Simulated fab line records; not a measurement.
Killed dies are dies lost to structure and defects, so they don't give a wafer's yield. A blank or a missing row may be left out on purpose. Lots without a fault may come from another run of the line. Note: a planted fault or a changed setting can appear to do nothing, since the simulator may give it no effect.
Struck lot and sound lot, side by side | flow rit_cmos | 14 out of 202 route steps
Sound: these wafers, L325.2, L325.4, L325.5. Struck: wafers L344.3, L344.5, L344.6. The cause is named last.
Order at every step that has rows: each side's tool, ch and its chambers, its first start. Under that, the readings that differ: sound wafers | struck wafers | difference of the means | sigmas: that difference in standard deviations of wafers without a fault.
alike: readings whose means differ by less than 2 such deviations, and words and numbers that are the same on both sides. not compared: withheld readings, readings that some wafer has no value for, bounds like >300 that may hide the same value, and numbers for which the record gives no deviation and whose values overlap.
Wherever a step has rows on one side only, a row that says differs or no value, or a row with sigmas, the two part there. Numbers that have no deviation but don't overlap get no sigmas and don't part them. A reading that every wafer of one side lacks parts them only if that side has two wafers or more.

first, 1 step without rows for these wafers: RIT_PLDD_IMPLANT_08.
RIT_PLDD_STRIP_09: strips in O2, time 180 s.
  sound on plasma_asher-03 ch 0,1, day 2 19:02; struck on plasma_asher-02 ch 0,1, day 6 19:35
  alike: drypump_motor_current_A, o2_flow_sccm
  not compared: rf_hours_counter_h
RIT_PLDD_TW_MEAS_10:
  sound on film_metro-04 at day 2 19:13; struck on film_metro-04 at day 6 19:44
  alike: PLDD_TW
then, 4 steps without rows for these wafers: RIT_SPACER_CLEAN_00 (cleans in SC1, time 600 s); RIT_SPACER_CLEAN_01 (cleans in dHF, time 30 s); RIT_SPACER_CLEAN_02 (cleans in SC2, time 600 s); RIT_SPACER_CVD_03 (deposits Si3N4 from SiH2Cl2/NH3, target thk 250 nm, time 3300 s).
RIT_SPACER_THK_MEAS_04:
  sound on film_metro-03 at day 2 21:34; struck on film_metro-03 at day 6 22:07
  alike: SPACER_NITRIDE_THK
RIT_SPACER_ETCHBACK_05: etches Si3N4 in SF6/CHF3, stops on SiO2, target depth 250 nm, time 240 s.
  sound on rie_diel-04 ch 1,2,3, day 2 21:37; struck on rie_diel-01 ch 2,3, day 6 22:09
  alike: drypump_motor_current_A, oes_product_au, throttle_valve_pct
  not compared: rf_hours_counter_h
then, 3 steps without rows for these wafers: RIT_NSD_HMDS_00 (prime time 60 s); RIT_NSD_COAT_01 (resist thk 1000 nm); RIT_NSD_SOFTBAKE_02 (time 60 s).
RIT_NSD_EXPOSE_03: exposes mask M9, target cd 40700 nm.
  sound on iline_stepper-02 ch 0, day 2 22:22; struck on iline_stepper-01, day 6 22:47
  no value came back on the struck wafers for exposure_dose_mJ_cm2, focus_offset_nm (nm); on the sound wafers exposure_dose_mJ_cm2 reads 249.98 249.96 249.91
  alike: mask
then, 1 step without rows for these wafers: RIT_NSD_PEB_04.

== WHERE THEY PART ==
RIT_NSD_EXPOSE_03 only, going by this record.

WHY: the cause the simulator had injected
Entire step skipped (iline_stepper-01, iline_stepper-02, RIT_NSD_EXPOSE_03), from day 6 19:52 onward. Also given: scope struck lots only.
